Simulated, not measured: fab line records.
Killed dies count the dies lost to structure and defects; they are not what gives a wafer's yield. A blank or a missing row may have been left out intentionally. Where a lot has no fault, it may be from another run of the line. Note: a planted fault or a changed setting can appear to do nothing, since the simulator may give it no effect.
Which tool is to blame? -- flow berkeley_cmos170 -- 11 lots (33 wafers sampled), 1 step of a 331-step route

WHAT THE GAUGES SHOWED, per wafer
UCB170_GATE_THK_MEAS_02. Usual: for GATE_OXIDE_THK the level is 6.50 nm and the standard deviation is 0.13.
lot,measured,on,GATE_OXIDE_THK (nm),flag
L324,day 5 23:52,film_metro-04,6.69 6.60 6.63,
L323,day 6 03:57,film_metro-04,6.35 6.45 6.46,
L325,day 6 03:59,film_metro-03,6.47 6.45 6.40,
L333,day 7 21:22,film_metro-03,8.53 8.47 8.48,OFF
L335,day 8 19:46,film_metro-03,8.48 8.44 8.47,OFF
L338,day 8 19:47,film_metro-01,6.68 6.51 6.60,
L339,day 9 00:06,film_metro-04,6.56 6.56 6.42,
L342,day 9 06:44,film_metro-01,6.66 6.53 6.51,
L340,day 9 11:00,film_metro-01,6.53 6.41 6.62,
L344,day 10 03:11,film_metro-01,6.60 6.65 6.63,
L345,day 10 09:46,film_metro-04,6.45 6.46 6.39,

EACH LOT AND THE TOOL THAT RAN IT (in order: tool; ch and the chambers of the sampled wafers; start)
The record shows no process step preceding these readings.

WHAT THE TOOLS THEMSELVES READ (means of the sampled wafers that have a number; where no wafer has one, the mark that the record gives instead)
The record holds no such reading with a usual standard deviation.

THE ANSWER, worked out from the rows above alone
Rule: take the mean of a lot's wafers that have a number; if it is more than 3 standard deviations from the usual mean, the lot is off. A lot without any number at a reading at which 4 lots or more have one is off too. Any other lot the step has rows for is counted as sound. Order of review: gauges by route order, followed by the tools' own readings, for which a lot's mean as printed above is used. At the first step where some lot is off, the reading lying furthest off is the one used; lots without a number count as furthest.
Off: L333, L335, at UCB170_GATE_THK_MEAS_02 (GATE_OXIDE_THK).
If a tool, at a process step before that reading, ran all the lots that are off and no sound lot after the first of them, it fits. Gauges at UCB170_GATE_THK_MEAS_02: tried the same way as those tools. One fits: film_metro-03 at UCB170_GATE_THK_MEAS_02. Its last sound lot is L325 (day 6 03:59), its first lot that is off L333 (day 7 21:22): a fault that began between those two fits.

WHAT THE SIMULATOR HAD INSERTED
Metrology matching offset: film_metro-03, from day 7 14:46 on, at UCB170_GATE_THK_MEAS_02. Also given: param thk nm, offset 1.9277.
Struck lots among those shown: L333, L335. The rule above reached the same finding.
